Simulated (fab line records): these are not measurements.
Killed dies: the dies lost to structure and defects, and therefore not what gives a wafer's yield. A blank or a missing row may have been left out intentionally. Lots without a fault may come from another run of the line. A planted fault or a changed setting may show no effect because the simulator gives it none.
Which tool is to blame? + flow rit-cmos + 6 lots with 18 wafers sampled at 2 steps, on a route of 202 steps

== WHAT EACH GAUGE READ, for each wafer ==
RIT_CONTACT_THK_MEAS_01.
| lot  | measured    | on            | CONTACT_TEOS_THK (nm) |
|------|-------------|---------------|-----------------------|
| L481 | day 3 17:08 | film-metro-01 | 396 406 402           |
| L483 | day 4 08:28 | film-metro-01 | 395 403 400           |
| L485 | day 4 15:38 | film-metro-01 | 401 403 410           |
| L491 | day 5 21:22 | film-metro-02 | 395 406 407           |
| L496 | day 7 00:19 | film-metro-03 | 392 402 407           |
| L499 | day 7 14:42 | film-metro-01 | 395 401 400           |

== WHAT TOOL EACH LOT RAN ON (gives the tool, then ch and the chambers of the sampled wafers, and finally the start) ==
| lot  | RIT_CONTACT_CVD_00             |
|------|--------------------------------|
| L481 | pecvd-04 ch 0,1,2, day 3 17:05 |
| L483 | pecvd-01 ch 0,1,2, day 4 08:25 |
| L485 | pecvd-03 ch 1,2, day 4 15:34   |
| L491 | pecvd-03 ch 0,1,2, day 5 21:19 |
| L496 | pecvd-04 ch 0,1, day 7 00:16   |
| L499 | pecvd-04 ch 0,2, day 7 14:37   |
- RIT_CONTACT_CVD_00: deposits SiO2 from TEOS, target thk 400 nm, time 61 s.

== THE ANSWER, worked out from the rows above alone ==
Rule: what is usual is taken from the lots themselves. The widest of any qualifying gaps counts: lots, ordered by their means at a reading, are off when they make up no more than a third of the lots, leave a main group of 4 or more, and stand apart from it by 3 or more times the standard deviation of that group's means. A main group is skipped when, at the precision printed for the reading in the tables above, its means are all equal. Also off: a lot with no number at a reading for which 4 or more lots have one. Any other lot the step has rows for is counted as sound.
No lot is off on any of the readings shown, so nothing can be concluded from this.

== WHAT WAS PUT IN BY THE SIMULATOR ==
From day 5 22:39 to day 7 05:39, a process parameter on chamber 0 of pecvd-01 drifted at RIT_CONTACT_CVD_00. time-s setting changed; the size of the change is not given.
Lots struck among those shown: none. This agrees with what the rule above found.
